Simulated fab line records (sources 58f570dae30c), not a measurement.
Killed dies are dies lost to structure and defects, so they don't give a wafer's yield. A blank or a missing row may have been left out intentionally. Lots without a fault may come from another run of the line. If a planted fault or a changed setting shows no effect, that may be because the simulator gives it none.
Matching of chambers	flow berkeleyCmos170	4 sister chambers for UCB170_CONTACT_ETCH_17 on rieDiel-01
The step etches BARC in N2/H2. 14 wafers are shown with their chamber, then 7 later ones without.

== WAFERS WITH THEIR CHAMBER ==
wafer	chamber	throttleValvePct (%)	drypumpMotorCurrentA (A)	oesProductAu (a.u.)
L164.2	0	13.45	5.6	0.996
L164.3	3	12.96	6.1	0.977
L164.4	1	13.02	4.6	0.960
L170.2	2	13.45	5.1	1.024
L170.4	1	13.00	4.6	0.968
L170.6	0	13.45	5.5	0.981
L173.1	0	13.44	5.6	0.989
L173.3	2	13.47	5.1	1.019
L173.6	1	13.00	4.7	0.969
L176.1	3	12.94	6.0	0.973
L176.2	1	13.01	4.6	0.960
L176.4	2	13.45	5.1	1.025
L182.1	2	13.46	5.1	1.020
L182.4	0	13.45	5.5	0.994

SIGNATURES, as means of the wafers listed above
reading	chamber 0	chamber 1	chamber 2	chamber 3	scatter within a chamber
throttleValvePct	13.4475	13.0075	13.4575	12.9500	0.00908
drypumpMotorCurrentA	5.550	4.625	5.100	6.050	0.0474
oesProductAu	0.99000	0.96425	1.02200	0.97500	0.00491
Rule: a wafer's distance from a chamber is the root of the sum, over the readings, of the square of ((its reading less the chamber's mean) divided by the reading's scatter). If the next closest chamber is less than 2 further off than the closest, the wafer can't be placed; otherwise it belongs to the closest. The scatter: take each reading less its chamber's mean, square it, sum over the shown wafers, divide by the number of wafers less the number of chambers, and take the root.

== WAFERS WITHOUT THEIR CHAMBER ==
wafer	throttleValvePct (%)	drypumpMotorCurrentA (A)	oesProductAu (a.u.)
L182.5	13.47	5.1	1.025
L184.1	12.94	6.1	0.974
L184.2	13.48	5.1	1.023
L184.4	13.45	5.1	1.018
L185.1	12.93	6.1	0.965
L185.5	13.48	5.1	1.022
L185.6	12.96	6.1	0.965

== CHAMBER TAKEN BY EACH ==
wafer	from the rows above	in truth
L182.5	2	2
L184.1	3	3
L184.2	2	2
L184.4	2	2
L185.1	3	3
L185.5	2	2
L185.6	3	3
Placed correctly: 7 of 7. Can't be placed from these rows: 0. Number placed wrongly: 0.
